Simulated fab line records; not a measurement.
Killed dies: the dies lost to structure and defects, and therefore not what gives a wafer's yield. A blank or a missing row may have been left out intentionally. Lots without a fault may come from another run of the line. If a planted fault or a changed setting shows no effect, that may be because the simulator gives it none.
fab line records + flow ritCmos
record:
- lots: 6
- wafers: 18
- lastDay: 7
route steps=202 shown NSD@132 PSD@142 M1@202
lots that met no fault: from a run of the same line without faults
startH: start of the lot's first displayed wafer, in hours after the record's first day + waitH: hours elapsed since this lot's preceding step + " unchanged from the row above + L1.1+2: a row that stands for several wafers + - no value present, or no start provided + * or withheld: withheld + < > ~ a bound
route shown NAME@n: names a module that has steps shown in the file, with the first one's number in the route + usual: mean/standard deviation taken from wafers without a fault + same: alike in all rows + chamber/n: place in a boat + sites: the reading at each site + _std_site: standard deviation of those values + _edge_site: outer sites' mean less inner sites' + radiusMm: for every site, how far away it sits from the centre of the wafer + mask NAME#n: copy n + behind: the tool/chamber that last shaped the wafer + hold: what put the lot on hold/how long, in hours/how the hold closed + device: the transistor (n, p or np) that didn't switch + end of line: tests run on the same wafers once the route is complete + for a step that has no rows: nothing shown but its recipe + killed: dies lost to structure and defects at the first sort, not the wafer's yield + map: per-die view of a wafer (x killed, . not killed, _ where there is no die)
set.NAME: the run value of the setting; set.NAME@STEP: its run value at that earlier step + model.NAME: the simulator's own value behind a step, which no gauge read
a table for each step, a row for each wafer; lots at some steps of the route
services: when a tool's chamber went out of use (startH, in hours from the record's first day, below 0 if earlier), for how many hours, and the reason
== steps ==
step: RIT_NSD_COAT_01
recipe:
- resist: NOVOLAK
- spinRpm: 3250
- resistThkNm: 1000
step: RIT_NSD_SOFTBAKE_02
recipe:
- resist: NOVOLAK
- tempC: 90
- timeS: 60
step: RIT_NSD_EXPOSE_03
recipe:
- maskId: M9
- na: 0.57
- targetCdNm: 40700
- doseMj: 250
step: RIT_NSD_PEB_04
recipe:
- resist: NOVOLAK
- tempC: withheld
- timeS: withheld
step: RIT_NSD_DEVELOP_05
recipe:
- resist: NOVOLAK
- developTimeS: 50
- devTempC: 23
step: RIT_NSD_OVL_MEAS_06
usual:
- NSD_OVL: 0.2/1.5
| lot.wafer | tool       | chamber | startH | waitH | NSD_OVL[nm] |
|-----------|------------|---------|--------|-------|-------------|
| L297.1    | overlay-01 | -       | 76.79  | -     | -1.2        |
| L297.4    | "          | -       | "      | "     | -0.4        |
| L297.5    | "          | -       | "      | "     | -0.8        |
| L298.1    | overlay-01 | -       | 83.29  | -     | -2.2        |
| L298.3    | "          | -       | "      | "     | -0.9        |
| L298.4    | "          | -       | "      | "     | 1.5         |
| L302.1    | overlay-01 | -       | 103.66 | -     | 1.7         |
| L302.3    | "          | -       | "      | "     | 0.0         |
| L302.4    | "          | -       | "      | "     | 0.8         |
| L310.2    | overlay-01 | -       | 143.34 | -     | -2.6        |
| L310.3    | "          | -       | "      | "     | -1.1        |
| L310.5    | "          | -       | "      | "     | -1.2        |
| L312.2    | overlay-02 | -       | 153.61 | -     | 2.4         |
| L312.3    | "          | -       | "      | "     | 1.7         |
| L312.4    | "          | -       | "      | "     | 2.8         |
| L314.1    | overlay-01 | -       | 162.38 | -     | 0.3         |
| L314.2    | "          | -       | "      | "     | -1.9        |
| L314.3    | "          | -       | "      | "     | -0.4        |
step: RIT_NSD_HARDBAKE_07
recipe:
- resist: NOVOLAK
- tempC: 140
- timeS: 60
step: RIT_NSD_IMPLANT_08
recipe:
- species: P
- energyKev: 25
- doseCm2: 1e+15
- tiltDeg: 7
step: RIT_NSD_STRIP_09
recipe:
- chemistry: O2
- timeS: 180
- resist: NOVOLAK
- platenTempC: withheld
- powerW: 500
- pressureMtorr: 4000
- o2FlowSccm: 4000
usual:
- drypumpMotorCurrentA: 5.4/0.37
| lot.wafer | tool           | chamber | startH | waitH | drypumpMotorCurrentA | rfHoursCounterH |
|-----------|----------------|---------|--------|-------|----------------------|-----------------|
| L297.1    | plasmaAsher-02 | 1       | 77.19  | 0.1   | 4.8                  | 29              |
| L297.4    | "              | 1       | "      | "     | 4.7                  | -               |
| L297.5    | "              | 0       | "      | "     | 5.7                  | -               |
| L298.1    | plasmaAsher-01 | 1       | 83.72  | 0.1   | 5.6                  | 44              |
| L298.3    | "              | 1       | "      | "     | 5.5                  | -               |
| L298.4    | "              | 0       | "      | "     | 5.3                  | -               |
| L302.1    | plasmaAsher-02 | 0       | 104.00 | 0.1   | 5.7                  | 31              |
| L302.3    | "              | 0       | "      | "     | 5.7                  | -               |
| L302.4    | "              | 1       | "      | "     | 4.7                  | -               |
| L310.2    | plasmaAsher-04 | 0       | 143.67 | 0.1   | 6.0                  | 3               |
| L310.3    | "              | 1       | "      | "     | 5.4                  | -               |
| L310.5    | "              | 1       | "      | "     | 5.3                  | -               |
| L312.2    | plasmaAsher-04 | 0       | 153.94 | 0.1   | 5.9                  | 4               |
| L312.3    | "              | 1       | "      | "     | 5.3                  | -               |
| L312.4    | "              | 0       | "      | "     | 6.0                  | -               |
| L314.1    | plasmaAsher-01 | 1       | 162.72 | 0.1   | 5.5                  | 53              |
| L314.2    | "              | 0       | "      | "     | 5.3                  | 53              |
| L314.3    | "              | 0       | "      | "     | 5.3                  | -               |
step: RIT_NSD_TW_MEAS_10
usual:
- NSD_TW: 3112/17
| lot.wafer | tool         | chamber | startH | waitH | NSD_TW |
|-----------|--------------|---------|--------|-------|--------|
| L297.1    | filmMetro-01 | -       | 77.36  | 0.1   | 3148   |
| L297.4    | "            | -       | "      | "     | 3128   |
| L297.5    | "            | -       | "      | "     | 3118   |
| L298.1    | filmMetro-04 | -       | 83.89  | 0.1   | 3081   |
| L298.3    | "            | -       | "      | "     | 3091   |
| L298.4    | "            | -       | "      | "     | 3070   |
| L302.1    | filmMetro-01 | -       | 104.17 | 0.1   | 3113   |
| L302.3    | "            | -       | "      | "     | 3102   |
| L302.4    | "            | -       | "      | "     | 3106   |
| L310.2    | filmMetro-01 | -       | 143.86 | 0.1   | 3106   |
| L310.3    | "            | -       | "      | "     | 3135   |
| L310.5    | "            | -       | "      | "     | 3129   |
| L312.2    | filmMetro-04 | -       | 154.12 | 0.1   | 3093   |
| L312.3    | "            | -       | "      | "     | 3110   |
| L312.4    | "            | -       | "      | "     | 3101   |
| L314.1    | filmMetro-02 | -       | 162.89 | 0.1   | 3103   |
| L314.2    | "            | -       | "      | "     | 3145   |
| L314.3    | "            | -       | "      | "     | 3122   |
step: RIT_PSD_HMDS_00
recipe:
- primeTimeS: 60
- primeTempC: 140
step: RIT_PSD_COAT_01
recipe:
- resist: NOVOLAK
- spinRpm: 3250
- resistThkNm: 1000
step: RIT_PSD_SOFTBAKE_02
recipe:
- resist: NOVOLAK
- tempC: 90
- timeS: 60
usual:
- plateTempC: 89.98/0.13
- runLengthS: 89.10/0.21
| lot.wafer | tool          | chamber | startH | waitH | plateTempC | runLengthS |
|-----------|---------------|---------|--------|-------|------------|------------|
| L297.1    | lithoTrack-04 | 0       | 77.72  | 0.1   | 90.14      | 89.03      |
| L297.4    | "             | 0       | "      | "     | 90.11      | 89.00      |
| L297.5    | "             | 0       | "      | "     | 90.03      | 89.17      |
| L298.1    | lithoTrack-01 | 0       | 84.32  | 0.1   | 89.80      | 88.88      |
| L298.3    | "             | 0       | "      | "     | 89.70      | 88.82      |
| L298.4    | "             | 0       | "      | "     | 89.70      | 88.83      |
| L302.1    | lithoTrack-03 | 0       | 104.53 | 0.1   | 90.19      | 89.21      |
| L302.3    | "             | 0       | "      | "     | 90.08      | 89.29      |
| L302.4    | "             | 0       | "      | "     | 90.26      | 89.20      |
| L310.2    | lithoTrack-03 | 0       | 144.23 | 0.1   | 89.96      | 95.99      |
| L310.3    | "             | 0       | "      | "     | 89.96      | 96.09      |
| L310.5    | "             | 0       | "      | "     | 89.89      | 96.21      |
| L312.2    | lithoTrack-03 | 0       | 154.50 | 0.1   | 90.06      | 95.92      |
| L312.3    | "             | 0       | "      | "     | 90.01      | 96.11      |
| L312.4    | "             | 0       | "      | "     | 90.19      | 96.07      |
| L314.1    | lithoTrack-04 | 0       | 163.25 | 0.1   | 89.83      | 89.01      |
| L314.2    | "             | 0       | "      | "     | 89.96      | 89.09      |
| L314.3    | "             | 0       | "      | "     | 90.01      | 89.08      |
step: RIT_PSD_EXPOSE_03
recipe:
- maskId: M10
- na: 0.57
- targetCdNm: 40900
- doseMj: 250
step: RIT_M1_PROBE_99
usual:
- killedAtFrontEnd: 7/3.1
- killedDies: 7/3.1
- killedOpen: 3.2/2.1
- killedShort: 3.4/2
same:
- grossDies: 264
- killed_at_M0_to_M3: 0
- killed_at_M4_up: 0
- killedAtBackSide: 0
- killedAtContacts: 0
- killedAtOther: 0
| lot.wafer | tool      | chamber | startH | waitH | killedAtFrontEnd | killedDies | killedOpen | killedShort |
|-----------|-----------|---------|--------|-------|------------------|------------|------------|-------------|
| L297.1    | prober-02 | -       | 86.85  | 0.1   | 6                | 6          | 3          | 3           |
| L297.4    | prober-02 | -       | 87.00  | 0.2   | 8                | 8          | 2          | 6           |
| L297.5    | prober-02 | -       | 87.05  | 0.2   | 8                | 8          | 1          | 7           |
| L298.1    | prober-01 | -       | 93.43  | 0.1   | 13               | 13         | 8          | 5           |
| L298.3    | prober-01 | -       | 93.53  | 0.2   | 12               | 12         | 7          | 5           |
| L298.4    | prober-01 | -       | 93.58  | 0.2   | 4                | 4          | 1          | 3           |
| L302.1    | prober-01 | -       | 113.71 | 0.1   | 7                | 7          | 4          | 3           |
| L302.3    | prober-01 | -       | 113.81 | 0.2   | 5                | 5          | 3          | 2           |
| L302.4    | prober-01 | -       | 113.86 | 0.2   | 6                | 6          | 0          | 6           |
| L310.2    | prober-02 | -       | 153.52 | 0.1   | 9                | 9          | 3          | 6           |
| L310.3    | prober-02 | -       | 153.57 | 0.2   | 2                | 2          | 2          | 0           |
| L310.5    | prober-02 | -       | 153.67 | 0.2   | 13               | 13         | 9          | 4           |
| L312.2    | prober-02 | -       | 163.92 | 0.1   | 10               | 10         | 7          | 3           |
| L312.3    | prober-02 | -       | 163.97 | 0.2   | 9                | 9          | 4          | 5           |
| L312.4    | prober-02 | -       | 164.02 | 0.2   | 8                | 8          | 3          | 5           |
| L314.1    | prober-02 | -       | 173.02 | 0.1   | 4                | 4          | 2          | 2           |
| L314.2    | prober-02 | -       | 173.07 | 0.1   | 9                | 9          | 6          | 3           |
| L314.3    | prober-02 | -       | 173.12 | 0.2   | 7                | 7          | 3          | 4           |
killed by level:class
L297.1 FOX1:geometricParticle:open=1 FOX2:geometricParticle:short=1 GATE:geometricParticle:short=1 GATE:geometricParticle:open=1 SPACER:geometricParticle:short=1 SPACER:geometricParticle:open=1
L297.4 FOX1:geometricParticle:short=2 SILICIDE:geometricParticle:short=2 FOX2:geometricParticle:short=1 GATE:geometricParticle:open=1 REOX:geometricParticle:open=1 SPACER:geometricParticle:short=1
L297.5 SPACER:geometricParticle:short=3 SILICIDE:geometricParticle:short=3 FOX1:geometricParticle:short=1 FOX2:geometricParticle:open=1
L298.1 SILICIDE:geometricParticle:open=3 REOX:geometricParticle:open=2 SPACER:geometricParticle:open=2 SPACER:geometricParticle:short=2 SILICIDE:geometricParticle:short=2 GATE:geometricParticle:open=1 REOX:geometricParticle:short=1
L298.3 GATE:geometricParticle:open=2 GATE:geometricParticle:short=2 REOX:geometricParticle:short=2 SPACER:geometricParticle:open=2 FOX2:geometricParticle:open=1 FOX2:geometricParticle:short=1 REOX:geometricParticle:open=1 SILICIDE:geometricParticle:open=1
L298.4 GATE:geometricParticle:short=1 GATE:geometricParticle:open=1 REOX:geometricParticle:short=1 SILICIDE:geometricParticle:short=1
L302.1 REOX:geometricParticle:open=2 GATE:geometricParticle:short=1 GATE:geometricParticle:open=1 SPACER:geometricParticle:short=1 SPACER:geometricParticle:open=1 SILICIDE:geometricParticle:short=1
L302.3 GATE:geometricParticle:open=3 REOX:geometricParticle:short=2
L302.4 FOX2:geometricParticle:short=2 GATE:geometricParticle:short=2 REOX:geometricParticle:short=1 SPACER:geometricParticle:short=1
L310.2 GATE:geometricParticle:short=3 GATE:geometricParticle:open=3 REOX:geometricParticle:short=1 SPACER:geometricParticle:short=1 SILICIDE:geometricParticle:short=1
L310.3 GATE:geometricParticle:open=2
L310.5 SPACER:geometricParticle:open=3 FOX1:geometricParticle:short=2 GATE:geometricParticle:open=2 REOX:geometricParticle:open=2 FOX1:geometricParticle:open=1 FOX2:geometricParticle:open=1 GATE:geometricParticle:short=1 REOX:geometricParticle:short=1
L312.2 FOX1:geometricParticle:open=2 GATE:geometricParticle:open=2 SPACER:geometricParticle:open=2 GATE:geometricParticle:short=1 REOX:geometricParticle:short=1 SPACER:geometricParticle:short=1 SILICIDE:geometricParticle:open=1
L312.3 GATE:geometricParticle:open=2 REOX:geometricParticle:short=2 FOX1:geometricParticle:short=1 GATE:geometricParticle:short=1 REOX:geometricParticle:open=1 SILICIDE:geometricParticle:open=1 SILICIDE:geometricParticle:short=1
L312.4 GATE:geometricParticle:short=2 SPACER:geometricParticle:short=2 FOX1:geometricParticle:open=1 GATE:geometricParticle:open=1 REOX:geometricParticle:short=1 SPACER:geometricParticle:open=1
L314.1 GATE:geometricParticle:open=2 GATE:geometricParticle:short=1 REOX:geometricParticle:short=1
L314.2 SPACER:geometricParticle:open=2 FOX1:geometricParticle:open=1 FOX2:geometricParticle:open=1 FOX2:geometricParticle:short=1 GATE:geometricParticle:open=1 REOX:geometricParticle:open=1 REOX:geometricParticle:short=1 SPACER:geometricParticle:short=1
L314.3 FOX2:geometricParticle:open=2 GATE:geometricParticle:short=2 FOX2:geometricParticle:short=1 GATE:geometricParticle:open=1 REOX:geometricParticle:short=1
== services ==
| tool           | chamber | startH | hours | kind      |
|----------------|---------|--------|-------|-----------|
| plasmaAsher-04 | -       | 108.75 | 9.0   | pm        |
| plasmaAsher-04 | 0       | 108.75 | 9.0   | ventCycle |
| plasmaAsher-04 | 1       | 108.75 | 9.0   | ventCycle |
| plasmaAsher-02 | -       | 112.24 | 1.4   | repair    |
| plasmaAsher-04 | 0       | 117.75 | -     | clean     |
| plasmaAsher-04 | 1       | 117.75 | -     | clean     |
| plasmaAsher-02 | -       | 136.57 | 2.0   | repair    |
== key ==
firstSign:
- step: RIT_PSD_SOFTBAKE_02
- reading: runLengthS
- direction: up
- sigmas: 33
- usual: *
- struck: *
effect none on later readings
metAt RIT_PSD_SOFTBAKE_02
struckWafers L310.2,L310.3,L310.5,L312.2,L312.3,L312.4
testerLeftOut L310,L312
onsetBetween 104.53 144.23
fault:
- kind: processParameterDrift
- tool: lithoTrack-03
- chamber: -
- onsetH: 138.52
- steps: RIT_PSD_SOFTBAKE_02
- channel: timeS
- offset: *
- shape: step
- endH: 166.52
- actsIn: *
- stated: *
testerLeftOut: of these lots the tester's yield and bins aren't shown, on N5 and GAA mostly nor the transistor test; their killed dies are dies lost to structure and defects alone, not to doping, threshold or leakage, so they don't give the yield
